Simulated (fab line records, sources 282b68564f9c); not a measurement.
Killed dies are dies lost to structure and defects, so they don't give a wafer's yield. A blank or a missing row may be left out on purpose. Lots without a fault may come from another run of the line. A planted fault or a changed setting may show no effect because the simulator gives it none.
Which tool did it? | flow rit_cmos | 14 lots, 42 wafers sampled, at 2 steps of a route of 202

WHAT THE GAUGES READ, wafer by wafer
RIT_M1_CD_MEAS_09: target cd 2600 nm. Usual: cd_nm 2600.4 nm, standard deviation 2.4.
lot  | measured    | on        | cd_nm (nm)           | flag
L720 | day 3 10:52 | cd_sem-02 | 2603.1 2602.4 2604.0 |
L722 | day 3 22:28 | cd_sem-01 | 2598.5 2598.8 2599.5 |
L723 | day 4 01:22 | cd_sem-02 | 2600.8 2602.0 2599.8 |
L725 | day 4 09:26 | cd_sem-02 | 2598.2 2598.5 2597.2 |
L726 | day 4 14:13 | cd_sem-02 | 2597.6 2599.8 2596.4 |
L727 | day 4 17:54 | cd_sem-01 | - - -                | OFF
L728 | day 5 02:50 | cd_sem-02 | - - -                | OFF
L733 | day 6 02:58 | cd_sem-02 | 2600.2 2597.8 2598.0 |
L737 | day 6 21:16 | cd_sem-01 | 2600.8 2602.3 2601.3 |
L738 | day 7 05:55 | cd_sem-01 | 2596.0 2597.5 2598.8 |
L739 | day 7 07:58 | cd_sem-02 | 2603.3 2604.4 2606.0 |
L740 | day 7 15:30 | cd_sem-02 | 2601.1 2600.8 2597.0 |
L742 | day 8 03:18 | cd_sem-02 | 2603.0 2604.3 2601.2 |
L743 | day 8 07:56 | cd_sem-01 | 2597.6 2597.9 2597.6 |

WHICH TOOL RAN EACH LOT (tool, then ch and the chambers of the sampled wafers, then the start)
lot  | RIT_M1_COAT_04
L720 | litho_track-01 ch 0, day 3 10:08
L722 | litho_track-04 ch 0, day 3 21:39
L723 | litho_track-02 ch 0, day 4 00:38
L725 | litho_track-01 ch 0, day 4 08:42
L726 | litho_track-04 ch 0, day 4 13:22
L727 | litho_track-04, day 4 17:10
L728 | litho_track-02, day 5 01:59
L733 | litho_track-01 ch 0, day 6 02:16
L737 | litho_track-02 ch 0, day 6 20:32
L738 | litho_track-02 ch 0, day 7 05:06
L739 | litho_track-02 ch 0, day 7 07:08
L740 | litho_track-02 ch 0, day 7 14:38
L742 | litho_track-02 ch 0, day 8 02:28
L743 | litho_track-02 ch 0, day 8 07:04
- RIT_M1_COAT_04: resist thk 1300 nm.

WHAT THE TOOLS THEMSELVES READ (means of the sampled wafers that have a number; where no wafer has one, the mark that the record gives instead)
RIT_M1_COAT_04. Usual: chill_plate_temp_C 23.01 C, standard deviation 0.093; dispense_pressure_kPa 53 kPa, standard deviation 4.1.
lot  | tool           | chill_plate_temp_C (C) | dispense_pressure_kPa (kPa) | flag
L720 | litho_track-01 | 23.01                  | 53                          |
L722 | litho_track-04 | 23.07                  | 46                          |
L723 | litho_track-02 | 22.99                  | 57                          |
L725 | litho_track-01 | 22.95                  | 53                          |
L726 | litho_track-04 | 23.00                  | 46                          |
L727 | litho_track-04 | -                      | -                           | OFF
L728 | litho_track-02 | -                      | -                           | OFF
L733 | litho_track-01 | 23.11                  | 53                          |
L737 | litho_track-02 | 23.00                  | 57                          |
L738 | litho_track-02 | 22.90                  | 57                          |
L739 | litho_track-02 | 22.96                  | 57                          |
L740 | litho_track-02 | 22.96                  | 57                          |
L742 | litho_track-02 | 23.16                  | 57                          |
L743 | litho_track-02 | 22.99                  | 57                          |

THE ANSWER, worked out from the rows above alone
Rule: a lot is off if the mean of its wafers that have a number lies more than 3 standard deviations from the usual mean. A lot without any number at a reading at which 4 lots or more have one is off too. The other lots that the step has rows for count as sound. The gauges are gone through in route order, then the tools' own readings, and for those a lot's mean is taken as printed above. The first step at which some lot is off is used, and at that step the reading that is off furthest; a lot without a number counts as furthest.
Off: L727, L728, at RIT_M1_CD_MEAS_09 (cd_nm). Without a number there: L727, L728.
A tool fits if, at a process step before that reading, it ran every lot that is off, and no sound lot after the first of them. The gauges at RIT_M1_CD_MEAS_09 aren't tried: what is off there is off at RIT_M1_COAT_04 too, on other tools, and a gauge's error can't cause that. None of those tried fits.

WHAT THE SIMULATOR HAD PUT IN
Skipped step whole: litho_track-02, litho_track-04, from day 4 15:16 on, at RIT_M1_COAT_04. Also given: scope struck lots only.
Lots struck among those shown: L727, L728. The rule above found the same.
